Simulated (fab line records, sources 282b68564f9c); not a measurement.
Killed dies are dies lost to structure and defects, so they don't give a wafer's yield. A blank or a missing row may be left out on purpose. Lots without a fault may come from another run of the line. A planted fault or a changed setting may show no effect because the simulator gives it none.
fab line records | flow rit_cmos
record lots=5 wafers=23
route steps=202 shown REOX@101 NLDD@111 PLDD@116 SPACER@125 NSD@132 PSD@147 SDANNEAL@156 SILICIDE@162 M1@202
start_h: hours from the record's first day to the start of the lot's first wafer shown | wait_h: hours since the lot's step before | " the same as in the row above | L1.1+2: a row that stands for several wafers | - no value, or no start given | * or withheld: withheld | < > ~ a bound
route shown NAME@n: a module of which the file shows steps, and the number in the route of the first | usual: mean/standard deviation of fault-free wafers | same: alike in all rows | chamber/n: place in a boat | sites: the reading at each site | _std_site: their standard deviation | _edge_site: outer sites' mean less inner sites' | radius_mm: how far each site lies from the wafer's centre | mask NAME#n: copy n | behind: the tool/chamber that last shaped the wafer | hold: why the lot was held/for how many hours/how that ended | device: the transistor (n, p or np) that didn't switch | end of line: the same wafers' tests at the end of the route | a step without rows: its recipe alone | killed: dies lost to structure and defects at the first sort, not the wafer's yield | map: a wafer's dies, x killed, . not, _ none there
set.NAME: the setting as run; set.NAME@STEP: as run at that earlier step | model.NAME: the simulator's own value behind a step, which no gauge read
lots whose settings were changed on purpose; a table a step, a row a wafer
## steps
# step RIT_REOX_OXIDATION_03
# recipe temp_c=900 ambient=O2 target_thk_a=252 ox_time_s=5580
# columns lot.wafer tool chamber start_h wait_h set.temp_c model.SiO2_of_REOX_OXIDATION_03.thk_nm
L074.1 - - - 0.5 900 24.76
L074.2 " - " " 900 24.7
L074.3 " - " " 900 24.54
L074.4 " - " " 900 24.73
L074.6 " - " " 900 24.97
L077.1 - - - 0.7 880.5 21.16
L077.2 " - " " 880.5 21.07
L077.3 " - " " 880.5 20.45
L077.4 " - " " 880.5 20.92
L077.6 " - " " 880.5 20.67
L078.1 - - - 0.5 877.5 19.51
L078.2 " - " " 877.5 19.97
L078.3 " - " " 877.5 19.91
L078.4 " - " " 877.5 20.15
L078.5 " - " " 877.5 19.81
L079.2 furnace-01 0 67.49 0.0 900 26.15
L079.5 " 0 " " 900 26.02
L079.6 " 0 " " 900 26.16
L081.1 - - - 0.0 879.4 20.11
L081.2 " - " " 879.4 20.06
L081.3 " - " " 879.4 19.46
L081.4 " - " " 879.4 19.88
L081.5 " - " " 879.4 19.81
# step RIT_REOX_THK_MEAS_04
# recipe reads=SiO2_of_REOX_OXIDATION_03
# usual REOX_OXIDE_THK=25.2/0.48
# columns lot.wafer tool chamber start_h wait_h set.temp_c@REOX_OXIDATION_03 REOX_OXIDE_THK[nm]
L074.1 film_metro-03 - - - 900 24.8
L074.2 " - " " 900 24.8
L074.3 " - " " 900 24.6
L074.4 " - " " 900 24.8
L074.6 " - " " 900 25.0
L077.1 film_metro-01 - - - 880.5 21.1
L077.2 " - " " 880.5 21.1
L077.3 " - " " 880.5 20.5
L077.4 " - " " 880.5 20.9
L077.6 " - " " 880.5 20.7
L078.1 film_metro-03 - - - 877.5 19.6
L078.2 " - " " 877.5 20.0
L078.3 " - " " 877.5 19.9
L078.4 " - " " 877.5 20.2
L078.5 " - " " 877.5 19.8
L079.2 film_metro-03 - 70.05 0.0 900 26.2
L079.5 " - " " 900 26.0
L079.6 " - " " 900 26.1
L081.1 film_metro-01 - - - 879.4 20.2
L081.2 " - " " 879.4 20.0
L081.3 " - " " 879.4 19.4
L081.4 " - " " 879.4 19.8
L081.5 " - " " 879.4 19.8
# step RIT_NLDD_IMPLANT_08
# recipe species=P energy_kev=20 dose_cm2=5e+14 tilt_deg=7
# columns lot.wafer tool chamber start_h wait_h set.energy_kev model.implant.rp_nm model.implant.drp_nm
L074.1+3 implanter-04 0 48.06 0.1 20.64 28.95 13.22
L074.2+4+6 " 0 " " 20 28.34 12.97
L077.1+4 implanter-03 0 60.82 0.1 18.94 27.16 12.55
L077.2+3+6 " 0 " " 20 28.18 12.97
L078.1+5 implanter-02 0 66.31 0.1 20 26.55 12.97
L078.2+3+4 " 0 " " 19 25.64 12.57
L079.2+5+6 implanter-02 0 71.16 0.1 20 27.57 12.97
L081.1+2+4 implanter-04 0 79.75 0.1 20 28.2 12.97
L081.3+5 " 0 " " 20.95 29.1 13.34
# step RIT_NLDD_STRIP_09
# recipe chemistry=O2 time_s=180 resist=NOVOLAK platen_temp_c=withheld power_w=500 pressure_mtorr=4000 o2_flow_sccm=4000
# step RIT_NLDD_TW_MEAS_10
# usual NLDD_TW=2500/9.5
# columns lot.wafer tool chamber start_h wait_h set.energy_kev@NLDD_IMPLANT_08 NLDD_TW
L074.1 film_metro-01 - 48.38 0.1 20.64 2524
L074.2 " - " " 20 2499
L074.3 " - " " 20.64 2530
L074.4 " - " " 20 2499
L074.6 " - " " 20 2502
L077.1 film_metro-03 - 61.15 0.1 18.94 2460
L077.2 " - " " 20 2511
L077.3 " - " " 20 2503
L077.4 " - " " 18.94 2452
L077.6 " - " " 20 2498
L078.1 film_metro-03 - 66.64 0.1 20 2503
L078.2 " - " " 19 2457
L078.3 " - " " 19 2447
L078.4 " - " " 19 2441
L078.5 " - " " 20 2493
L079.2 film_metro-03 - 71.47 0.1 20 2492
L079.5 " - " " 20 2493
L079.6 " - " " 20 2482
L081.1 film_metro-04 - 80.07 0.1 20 2503
L081.2 " - " " 20 2488
L081.3 " - " " 20.95 2547
L081.4 " - " " 20 2499
L081.5 " - " " 20.95 2542
# step RIT_PLDD_SOFTBAKE_02
# recipe resist=NOVOLAK temp_c=90 time_s=60
# columns lot.wafer tool chamber start_h wait_h set.temp_c
L074.1+2+3+4+6 litho_track-01 0 48.74 0.1 90
L077.1+3+4 litho_track-02 0 61.52 0.1 90
L077.2+6 " 0 " " 93.07
L078.1+2 litho_track-02 0 67.00 0.1 90
L078.3+4+5 " 0 " " 86.58
L079.2+5+6 litho_track-02 0 71.84 0.1 90
L081.1+2+3+4+5 litho_track-03 0 80.44 0.1 90
# step RIT_PLDD_EXPOSE_03
# recipe mask_id=M8 na=0.57 target_cd_nm=40900 dose_mj=250
# step RIT_PLDD_PEB_04
# recipe resist=NOVOLAK temp_c=withheld time_s=withheld
# step RIT_PLDD_DEVELOP_05
# recipe resist=NOVOLAK develop_time_s=50 dev_temp_c=23
# columns lot.wafer tool chamber start_h wait_h set.temp_c@PLDD_SOFTBAKE_02 model.NOVOLAK_of_PLDD_COAT_01.thk_nm
L074.1 litho_track-03 0 - - 90 1003
L074.2 " 0 " " 90 1002
L074.3 " 0 " " 90 1005
L074.4+6 " 0 " " 90 1004
L077.1 litho_track-01 0 - - 90 999.1
L077.2 " 0 " " 93.07 994.8
L077.3+4 " 0 " " 90 1001
L077.6 " 0 " " 93.07 993.6
L078.1 litho_track-02 0 - - 90 1004
L078.2 " 0 " " 90 1006
L078.3 " 0 " " 86.58 1013
L078.4 " 0 " " 86.58 1015
L078.5 " 0 " " 86.58 1014
L079.2+6 litho_track-03 0 - - 90 1002
L079.5 " 0 " " 90 1001
L081.1+2 litho_track-03 0 - - 90 1002
L081.3 " 0 " " 90 1007
L081.4 " 0 " " 90 1005
L081.5 " 0 " " 90 1003
# step RIT_PLDD_IMPLANT_08
# recipe species=BF2 energy_kev=20 dose_cm2=9e+14 tilt_deg=7
# columns lot.wafer tool chamber start_h wait_h set.dose_cm2
L074.1+2+3+4+6 implanter-04 0 49.60 0.1 9e+14
L077.1+3+6 implanter-04 0 62.27 0.1 8.497e+14
L077.2+4 " 0 " " 9e+14
L078.1+4 implanter-04 0 67.86 0.1 9e+14
L078.2+3+5 " 0 " " 9.299e+14
L079.2+5+6 implanter-04 0 72.70 0.1 9e+14
L081.1+2+3+4+5 implanter-04 0 81.30 0.1 9e+14
# step RIT_PLDD_STRIP_09
# recipe chemistry=O2 time_s=180 resist=NOVOLAK platen_temp_c=withheld power_w=500 pressure_mtorr=4000 o2_flow_sccm=4000
# step RIT_SPACER_CLEAN_00
# recipe chemistry=SC1 mix=3:3:50 time_s=600 temp_c=75
# columns lot.wafer tool chamber start_h wait_h set.temp_c@REOX_OXIDATION_03 model.SiO2_of_REOX_OXIDATION_03.thk_nm
L074.1 wet_bench-03 2 49.99 0.1 900 22.87
L074.2 " 2 " " 900 22.81
L074.3 " 2 " " 900 22.67
L074.4 " 2 " " 900 22.84
L074.6 " 2 " " 900 23.06
L077.1 wet_bench-03 0 62.66 0.1 880.5 19.52
L077.2 " 0 " " 880.5 19.43
L077.3 " 0 " " 880.5 18.86
L077.4 " 0 " " 880.5 19.3
L077.6 " 0 " " 880.5 19.06
L078.1 wet_bench-02 1 68.25 0.1 877.5 18.04
L078.2 " 1 " " 877.5 18.46
L078.3 " 1 " " 877.5 18.41
L078.4 " 1 " " 877.5 18.63
L078.5 " 1 " " 877.5 18.31
L079.2+6 wet_bench-02 2 73.06 0.0 900 24.15
L079.5 " 2 " " 900 24.04
L081.1 wet_bench-02 1 81.69 0.1 879.4 18.55
L081.2 " 1 " " 879.4 18.5
L081.3 " 1 " " 879.4 17.96
L081.4 " 1 " " 879.4 18.34
L081.5 " 1 " " 879.4 18.27
# step RIT_NSD_COAT_01
# recipe resist=NOVOLAK spin_rpm=3250 resist_thk_nm=1000
# columns lot.wafer tool chamber start_h wait_h set.spin_rpm model.NOVOLAK_of_NSD_COAT_01.thk_nm
L074.1 litho_track-01 0 52.76 0.1 3250 1003
L074.2 " 0 " " 3142 1018
L074.3 " 0 " " 3142 1020
L074.4 " 0 " " 3250 1002
L074.6 " 0 " " 3142 1017
L077.1 litho_track-04 0 67.66 0.1 3483 969.3
L077.2 " 0 " " 3483 968.1
L077.3 " 0 " " 3250 1005
L077.4 " 0 " " 3250 1004
L077.6 " 0 " " 3250 1006
L078.1 litho_track-04 0 72.62 0.1 3165 1013
L078.2 " 0 " " 3250 1002
L078.3 " 0 " " 3165 1014
L078.4 " 0 " " 3250 1003
L078.5 " 0 " " 3165 1015
L079.2 litho_track-01 0 77.60 0.1 3250 1001
L079.5 " 0 " " 3250 1005
L079.6 " 0 " " 3250 1003
L081.1 litho_track-03 0 86.05 0.1 3250 1002
L081.2 " 0 " " 3056 1031
L081.3+5 " 0 " " 3250 1000
L081.4 " 0 " " 3056 1036
# step RIT_NSD_SOFTBAKE_02
# recipe resist=NOVOLAK temp_c=90 time_s=60
# step RIT_NSD_EXPOSE_03
# recipe mask_id=M9 na=0.57 target_cd_nm=40700 dose_mj=250
# step RIT_NSD_DEVELOP_05
# recipe resist=NOVOLAK develop_time_s=50 dev_temp_c=23
# step RIT_NSD_HARDBAKE_07
# recipe resist=NOVOLAK temp_c=140 time_s=60
# columns lot.wafer tool chamber start_h wait_h set.spin_rpm@NSD_COAT_01 model.NOVOLAK_of_NSD_COAT_01.thk_nm
L074.1 litho_track-03 0 53.65 0.0 3250 886
L074.2 " 0 " " 3142 899.4
L074.3 " 0 " " 3142 900.9
L074.4 " 0 " " 3250 885.3
L074.6 " 0 " " 3142 899
L077.1 litho_track-03 0 68.40 0.0 3483 856.9
L077.2 " 0 " " 3483 855.9
L077.3 " 0 " " 3250 888.2
L077.4 " 0 " " 3250 887.7
L077.6 " 0 " " 3250 889.3
L078.1 litho_track-03 0 73.48 0.0 3165 895.1
L078.2 " 0 " " 3250 885.7
L078.3 " 0 " " 3165 896.4
L078.4 " 0 " " 3250 886.4
L078.5 " 0 " " 3165 896.7
L079.2 litho_track-03 0 78.46 0.0 3250 884.4
L079.5 " 0 " " 3250 887.7
L079.6 " 0 " " 3250 886.5
L081.1 litho_track-03 0 86.91 0.0 3250 885.7
L081.2 " 0 " " 3056 910.8
L081.3 " 0 " " 3250 884.1
L081.4 " 0 " " 3056 914.9
L081.5 " 0 " " 3250 883.8
# step RIT_NSD_IMPLANT_08
# recipe species=P energy_kev=25 dose_cm2=1e+15 tilt_deg=7
# columns lot.wafer tool chamber start_h wait_h set.dose_cm2
L074.1+2+3+4+6 implanter-03 0 53.80 0.1 1e+15
L077.1+4+6 implanter-03 0 68.55 0.1 1e+15
L077.2+3 " 0 " " 9.501e+14
L078.1+3 implanter-01 0 73.63 0.1 1e+15
L078.2+4+5 " 0 " " 1.031e+15
L079.2+5+6 implanter-01 0 78.61 0.1 1e+15
L081.1+2+3+4+5 implanter-04 0 87.06 0.1 1e+15
# step RIT_PSD_DEVELOP_05
# recipe resist=NOVOLAK develop_time_s=50 dev_temp_c=23
# columns lot.wafer tool chamber start_h wait_h set.develop_time_s
L074.1+2+4 litho_track-01 0 - - 43.8
L074.3+6 " 0 " " 50
L077.1+6 litho_track-04 0 - - 50
L077.2+3+4 " 0 " " 52.25
L078.1+2+4 litho_track-04 0 - - 45.01
L078.3+5 " 0 " " 50
L079.2+5+6 litho_track-02 0 - - 50
L081.1+4 litho_track-01 0 - - 50
L081.2+3+5 " 0 " " 45.15
# step RIT_PSD_HARDBAKE_07
# recipe resist=NOVOLAK temp_c=140 time_s=60
# step RIT_SDANNEAL_RTA_03
# recipe temp_c=1050 time_s=5 idle_temp_c=600 ramp_up_c_per_s=342 ramp_down_c_per_s=171 cool_to_c=600 ambient=N2
# step RIT_SDANNEAL_RS_MEAS_05
# recipe thk_meas_gauge=four-point-probe
# usual NSD_RS=84.62/0.24
# columns lot.wafer tool chamber start_h wait_h set.dose_cm2@NSD_IMPLANT_08 NSD_RS[ohm/sq]
L074.1 film_metro-03 - 56.65 0.1 1e+15 84.76
L074.2 " - " " 1e+15 84.64
L074.3 " - " " 1e+15 84.73
L074.4 " - " " 1e+15 84.87
L074.6 " - " " 1e+15 84.83
L077.1 film_metro-01 - 71.03 0.1 1e+15 84.54
L077.2 " - " " 9.501e+14 87.77
L077.3 " - " " 9.501e+14 87.92
L077.4 " - " " 1e+15 84.60
L077.6 " - " " 1e+15 84.25
L078.1 film_metro-01 - 76.28 0.1 1e+15 85.11
L078.2 " - " " 1.031e+15 83.07
L078.3 " - " " 1e+15 84.99
L078.4 " - " " 1.031e+15 82.71
L078.5 " - " " 1.031e+15 82.78
L079.2 film_metro-01 - 81.18 0.1 1e+15 84.54
L079.5 " - " " 1e+15 84.33
L079.6 " - " " 1e+15 84.51
L081.1 film_metro-03 - 89.48 0.1 1e+15 84.46
L081.2 " - " " 1e+15 84.53
L081.3 " - " " 1e+15 84.76
L081.4 " - " " 1e+15 84.53
L081.5 " - " " 1e+15 84.37
# step RIT_SDANNEAL_RS_MEAS_06
# recipe thk_meas_gauge=four-point-probe
# usual PLDD_RS=178.6/0.48
# columns lot.wafer tool chamber start_h wait_h set.dose_cm2@PLDD_IMPLANT_08 PLDD_RS[ohm/sq]
L074.1 film_metro-03 - 56.77 0.1 9e+14 179.4
L074.2 " - " " 9e+14 178.7
L074.3 " - " " 9e+14 179.0
L074.4 " - " " 9e+14 179.5
L074.6 " - " " 9e+14 179.3
L077.1 film_metro-01 - 71.15 0.1 8.497e+14 183.9
L077.2 " - " " 9e+14 178.6
L077.3 " - " " 8.497e+14 184.1
L077.4 " - " " 9e+14 178.8
L077.6 " - " " 8.497e+14 183.5
L078.1 film_metro-01 - 76.40 0.1 9e+14 178.0
L078.2 " - " " 9.299e+14 175.2
L078.3 " - " " 9.299e+14 174.7
L078.4 " - " " 9e+14 178.2
L078.5 " - " " 9.299e+14 175.4
L079.2 film_metro-01 - 81.30 0.1 9e+14 179.0
L079.5 " - " " 9e+14 178.3
L079.6 " - " " 9e+14 178.4
L081.1 film_metro-03 - 89.60 0.1 9e+14 178.3
L081.2 " - " " 9e+14 178.8
L081.3 " - " " 9e+14 178.5
L081.4 " - " " 9e+14 178.9
L081.5 " - " " 9e+14 178.2
# step RIT_SILICIDE_SPUTTER_01
# recipe material=Ti target_thk_nm=30 power_w=350 chamber_pressure_pa=0.667 gas=Ar time_s=240 substrate_temp_c=25
# columns lot.wafer tool chamber start_h wait_h set.time_s model.Ti_of_SILICIDE_SPUTTER_01.thk_nm
L074.1 pvd_sputter-04 - 57.02 0.0 240 29.49
L074.2 " - " " 240 29.73
L074.3 " - " " 240 29.81
L074.4 " - " " 240 29.85
L074.6 " - " " 240 29.71
L077.1 pvd_sputter-01 - 71.41 0.0 240 29.49
L077.2 " - " " 240 29.65
L077.3 " - " " 240 29.53
L077.4 " - " " 240 29.99
L077.6 " - " " 240 29.82
L078.1 pvd_sputter-04 - 76.66 0.0 240 29.84
L078.2 " - " " 240 29.79
L078.3 " - " " 240 30.04
L078.4 " - " " 211.8 26.53
L078.5 " - " " 211.8 26.22
L079.2 pvd_sputter-01 - 81.53 0.0 240 29.15
L079.5 " - " " 240 29.41
L079.6 " - " " 240 29.05
L081.1 pvd_sputter-01 - 89.85 0.0 229.4 27.99
L081.2 " - " " 229.4 28.81
L081.3 " - " " 240 29.86
L081.4 " - " " 240 29.87
L081.5 " - " " 229.4 28.36
# step RIT_SILICIDE_RS_MEAS_02
# recipe thk_meas_gauge=four-point-probe reads=Ti_of_SILICIDE_SPUTTER_01
# usual SILICIDE_TI_RS=47.9/0.87
# columns lot.wafer tool chamber start_h wait_h set.time_s@SILICIDE_SPUTTER_01 SILICIDE_TI_RS[ohm/sq]
L074.1 film_metro-04 - 57.17 0.1 240 49.0
L074.2 " - " " 240 48.4
L074.3 " - " " 240 48.3
L074.4 " - " " 240 48.2
L074.6 " - " " 240 48.4
L077.1 film_metro-03 - 71.56 0.1 240 48.9
L077.2 " - " " 240 48.6
L077.3 " - " " 240 48.8
L077.4 " - " " 240 47.9
L077.6 " - " " 240 48.1
L078.1 film_metro-03 - 76.81 0.1 240 48.2
L078.2 " - " " 240 48.3
L078.3 " - " " 240 47.7
L078.4 " - " " 211.8 55.7
L078.5 " - " " 211.8 56.6
L079.2 film_metro-04 - 81.70 0.1 240 49.6
L079.5 " - " " 240 49.0
L079.6 " - " " 240 49.9
L081.1 film_metro-03 - 90.00 0.1 229.4 52.2
L081.2 " - " " 229.4 50.3
L081.3 " - " " 240 48.1
L081.4 " - " " 240 48.1
L081.5 " - " " 229.4 51.4
# step RIT_SILICIDE_THK_MEAS_03
# recipe thk_meas_gauge=xrf reads=Ti_of_SILICIDE_SPUTTER_01
# usual SILICIDE_TI_THK=30.2/0.45
# columns lot.wafer tool chamber start_h wait_h set.time_s@SILICIDE_SPUTTER_01 SILICIDE_TI_THK[nm]
L074.1 film_metro-04 - 57.29 0.1 240 29.7
L074.2 " - " " 240 29.9
L074.3 " - " " 240 30.1
L074.4 " - " " 240 30.2
L074.6 " - " " 240 30.0
L077.1 film_metro-03 - 71.68 0.1 240 29.7
L077.2 " - " " 240 29.8
L077.3 " - " " 240 29.8
L077.4 " - " " 240 30.2
L077.6 " - " " 240 30.1
L078.1 film_metro-03 - 76.93 0.1 240 30.0
L078.2 " - " " 240 29.9
L078.3 " - " " 240 30.2
L078.4 " - " " 211.8 26.6
L078.5 " - " " 211.8 26.2
L079.2 film_metro-04 - 81.81 0.1 240 29.3
L079.5 " - " " 240 29.7
L079.6 " - " " 240 29.2
L081.1 film_metro-03 - 90.12 0.1 229.4 27.9
L081.2 " - " " 229.4 28.9
L081.3 " - " " 240 30.0
L081.4 " - " " 240 29.9
L081.5 " - " " 229.4 28.5
# step RIT_M1_PROBE_99
# usual killed_at_contacts=0.1/0.23 killed_at_front_end=7.5/2.7 killed_dies=7.6/2.6 killed_open=3.9/1.6 killed_short=3.6/2
# same gross_dies=264 killed_at_M0_to_M3=0 killed_at_M4_up=0 killed_at_back_side=0 killed_at_other=0
# columns lot.wafer tool chamber start_h wait_h set.temp_c@REOX_OXIDATION_03 set.energy_kev@NLDD_IMPLANT_08 killed_at_contacts killed_at_front_end killed_dies killed_open killed_short model.etest.nldd.rs_ohm_sq model.etest.pldd.line_ohm_um model.etest.pldd.rs_ohm_sq
L074.1 prober-02 - 64.18 0.1 900 20.64 0 7 7 3 4 350.4 164.2 522.8
L074.2 prober-02 - 64.23 0.1 900 20 0 9 9 4 4 360.3 161.7 515.3
L074.3 prober-02 - 64.28 0.2 900 20.64 0 8 8 4 4 345.5 161.4 508.1
L074.4 prober-02 - 64.33 0.2 900 20 0 6 6 2 4 362.2 165 519.5
L074.6 prober-02 - 64.43 0.2 900 20 0 6 6 3 3 369.8 170.4 531.1
L077.1 prober-01 - 78.56 0.1 880.5 18.94 0 8 8 5 2 328.2 115.9 370.7
L077.2 prober-01 - 78.61 0.1 880.5 20 0 13 13 9 4 310.7 110.1 353.6
L077.3 prober-01 - 78.66 0.2 880.5 20 0 8 8 3 5 302.2 109.8 349.7
L077.4 prober-01 - 78.71 0.2 880.5 18.94 0 6 6 5 1 321.6 110.4 346
L077.6 prober-01 - 78.81 0.2 880.5 20 0 8 8 4 4 304.8 111.2 361.8
L078.1 prober-01 - 83.56 0.1 877.5 20 1 7 8 4 4 312.9 101.5 321.6
L078.2 prober-01 - 83.61 0.1 877.5 19 0 6 6 5 1 334.9 102.8 325.8
L078.3 prober-01 - 83.66 0.2 877.5 19 0 9 9 5 4 331.9 101.8 321
L078.4 prober-01 - 83.71 0.2 877.5 19 0 8 8 5 3 334.6 104.7 340.1
L078.5 prober-01 - 83.76 0.2 877.5 20 0 11 11 4 7 314.1 101.5 323.4
L079.2 prober-02 - 88.33 0.1 900 20 0 3 3 2 1 408.9 154.7 495.1
L079.5 prober-02 - 88.48 0.2 900 20 0 8 8 4 4 405.7 152.3 488.5
L079.6 prober-02 - 88.53 0.2 900 20 0 3 3 0 3 409.8 157.4 501.8
L081.1 prober-01 - 96.72 0.1 879.4 20 0 8 8 2 6 298.8 107.8 344.7
L081.2 prober-01 - 96.77 0.1 879.4 20 0 6 6 2 4 299.7 107.7 346.2
L081.3 prober-01 - 96.82 0.2 879.4 20.95 0 42 42 8 5 283.2 103.3 330.7
L081.4 prober-01 - 96.87 0.2 879.4 20 0 29 29 3 6 296.6 104.8 343.4
L081.5 prober-01 - 96.92 0.2 879.4 20.95 0 23 23 6 7 282.2 104.8 338.6
# killed by level:class
L074.1 FOX1:geometric_particle:short=4 SPACER:geometric_particle:open=1 GATE:geometric_particle:open=1 SILICIDE:geometric_particle:open=1
L074.2 FOX1:geometric_particle:short=3 REOX:geometric_particle:open=2 FOX2:geometric_particle:open=1 GATE:geometric_particle:open=1 SPACER:geometric_particle:short=1 GATE:area_develop=1
L074.3 FOX2:geometric_particle:short=2 GATE:geometric_particle:open=2 FOX1:geometric_particle:open=1 REOX:geometric_particle:short=1 SILICIDE:geometric_particle:short=1 SILICIDE:geometric_particle:open=1
L074.4 REOX:geometric_particle:short=2 FOX1:geometric_particle:short=1 GATE:geometric_particle:open=1 GATE:geometric_particle:short=1 REOX:geometric_particle:open=1
L074.6 GATE:geometric_particle:open=2 GATE:geometric_particle:short=2 REOX:geometric_particle:open=1 SPACER:geometric_particle:short=1
L077.1 GATE:geometric_particle:open=3 SPACER:geometric_particle:open=2 FOX2:geometric_particle:short=1 REOX:geometric_particle:short=1 GATE:area_develop=1
L077.2 SPACER:geometric_particle:open=5 GATE:geometric_particle:short=3 FOX1:geometric_particle:open=1 FOX2:geometric_particle:open=1 GATE:geometric_particle:open=1 REOX:geometric_particle:short=1 REOX:geometric_particle:open=1
L077.3 REOX:geometric_particle:short=3 SPACER:geometric_particle:open=3 FOX2:geometric_particle:short=1 SPACER:geometric_particle:short=1
L077.4 SPACER:geometric_particle:open=3 GATE:geometric_particle:open=2 FOX2:geometric_particle:short=1
L077.6 GATE:geometric_particle:short=3 FOX1:geometric_particle:open=2 GATE:geometric_particle:open=2 FOX1:geometric_particle:short=1
L078.1 FOX1:geometric_particle:short=2 SPACER:geometric_particle:open=2 GATE:geometric_particle:open=1 SILICIDE:geometric_particle:short=1 SILICIDE:geometric_particle:open=1 CONTACT:geometric_particle:short=1
L078.2 GATE:geometric_particle:open=3 FOX1:geometric_particle:open=1 FOX2:geometric_particle:open=1 GATE:geometric_particle:short=1
L078.3 GATE:geometric_particle:open=2 REOX:geometric_particle:short=2 SPACER:geometric_particle:short=2 SILICIDE:geometric_particle:open=2 FOX2:geometric_particle:open=1
L078.4 FOX1:geometric_particle:open=3 FOX1:geometric_particle:short=1 GATE:geometric_particle:open=1 REOX:geometric_particle:short=1 SPACER:geometric_particle:short=1 SPACER:geometric_particle:open=1
L078.5 SILICIDE:geometric_particle:short=3 SPACER:geometric_particle:short=2 SPACER:geometric_particle:open=2 FOX2:geometric_particle:short=1 GATE:geometric_particle:short=1 REOX:geometric_particle:open=1 SILICIDE:geometric_particle:open=1
L079.2 FOX2:geometric_particle:open=1 FOX2:geometric_particle:short=1 GATE:geometric_particle:open=1
L079.5 GATE:geometric_particle:open=3 GATE:geometric_particle:short=2 FOX2:geometric_particle:short=1 REOX:geometric_particle:open=1 SPACER:geometric_particle:short=1
L079.6 GATE:geometric_particle:short=1 REOX:geometric_particle:short=1 SILICIDE:geometric_particle:short=1
L081.1 FOX1:geometric_particle:short=2 SILICIDE:geometric_particle:short=2 GATE:geometric_particle:short=1 SPACER:geometric_particle:short=1 SPACER:geometric_particle:open=1 SILICIDE:geometric_particle:open=1
L081.2 GATE:geometric_particle:short=2 FOX1:geometric_particle:short=1 REOX:geometric_particle:open=1 SPACER:geometric_particle:short=1 SPACER:geometric_particle:open=1
L081.3 GATE:area_develop=29 SILICIDE:geometric_particle:open=3 FOX1:geometric_particle:open=2 FOX1:geometric_particle:short=2 GATE:geometric_particle:open=2 SILICIDE:geometric_particle:short=2 FOX2:geometric_particle:short=1 REOX:geometric_particle:open=1
L081.4 GATE:area_develop=19 REOX:geometric_particle:short=2 SILICIDE:geometric_particle:short=2 SILICIDE:geometric_particle:open=2 GATE:geometric_particle:short=1 REOX:geometric_particle:open=1 SPACER:geometric_particle:short=1 PSD:coat_microbubble_printed=1
L081.5 GATE:area_develop=10 SPACER:geometric_particle:short=3 SPACER:geometric_particle:open=2 SILICIDE:geometric_particle:open=2 SILICIDE:geometric_particle:short=2 FOX1:geometric_particle:open=1 GATE:geometric_particle:open=1 GATE:geometric_particle:short=1
## key
split step=RIT_REOX_OXIDATION_03 setting=temp_c stated=900 by=lot
response step=RIT_REOX_OXIDATION_03 reading=model.SiO2_of_REOX_OXIDATION_03.thk_nm change=+2.19 per=1% r=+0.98
response step=RIT_REOX_THK_MEAS_04 reading=REOX_OXIDE_THK change=+2.19 per=1% r=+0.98
response step=RIT_SPACER_CLEAN_00 reading=model.SiO2_of_REOX_OXIDATION_03.thk_nm change=+2.02 per=1% r=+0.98
response step=RIT_M1_PROBE_99 reading=model.etest.pldd.rs_ohm_sq change=+73.1 per=1% r=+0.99
response step=RIT_M1_PROBE_99 reading=model.etest.pldd.line_ohm_um change=+23.5 per=1% r=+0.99
split step=RIT_NLDD_IMPLANT_08 setting=energy_kev stated=20 by=wafer
response step=RIT_NLDD_IMPLANT_08 reading=model.implant.rp_nm change=+0.188 per=1% r=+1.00
response step=RIT_NLDD_IMPLANT_08 reading=model.implant.drp_nm change=+0.0785 per=1% r=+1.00
response step=RIT_NLDD_TW_MEAS_10 reading=NLDD_TW change=+9.52 per=1% r=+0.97
response step=RIT_M1_PROBE_99 reading=model.etest.nldd.rs_ohm_sq change=-3.82 per=1% r=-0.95
split step=RIT_PLDD_SOFTBAKE_02 setting=temp_c stated=90 by=wafer
response step=RIT_PLDD_DEVELOP_05 reading=model.NOVOLAK_of_PLDD_COAT_01.thk_nm change=-2.11 per=1% r=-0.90
split step=RIT_PLDD_IMPLANT_08 setting=dose_cm2 stated=9e+14 by=wafer
response step=RIT_SDANNEAL_RS_MEAS_06 reading=PLDD_RS change=-0.916 per=1% r=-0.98
split step=RIT_NSD_COAT_01 setting=spin_rpm stated=3250 by=wafer
response step=RIT_NSD_COAT_01 reading=model.NOVOLAK_of_NSD_COAT_01.thk_nm change=-5.13 per=1% r=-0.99
response step=RIT_NSD_HARDBAKE_07 reading=model.NOVOLAK_of_NSD_COAT_01.thk_nm change=-4.5 per=1% r=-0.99
split step=RIT_NSD_IMPLANT_08 setting=dose_cm2 stated=1e+15 by=wafer
response step=RIT_SDANNEAL_RS_MEAS_05 reading=NSD_RS change=-0.685 per=1% r=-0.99
split step=RIT_PSD_DEVELOP_05 setting=develop_time_s stated=50 by=wafer
response none clear
split step=RIT_SILICIDE_SPUTTER_01 setting=time_s stated=240 by=wafer
response step=RIT_SILICIDE_SPUTTER_01 reading=model.Ti_of_SILICIDE_SPUTTER_01.thk_nm change=+0.304 per=1% r=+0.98
response step=RIT_SILICIDE_RS_MEAS_02 reading=SILICIDE_TI_RS change=-0.693 per=1% r=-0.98
response step=RIT_SILICIDE_THK_MEAS_03 reading=SILICIDE_TI_THK change=+0.311 per=1% r=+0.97
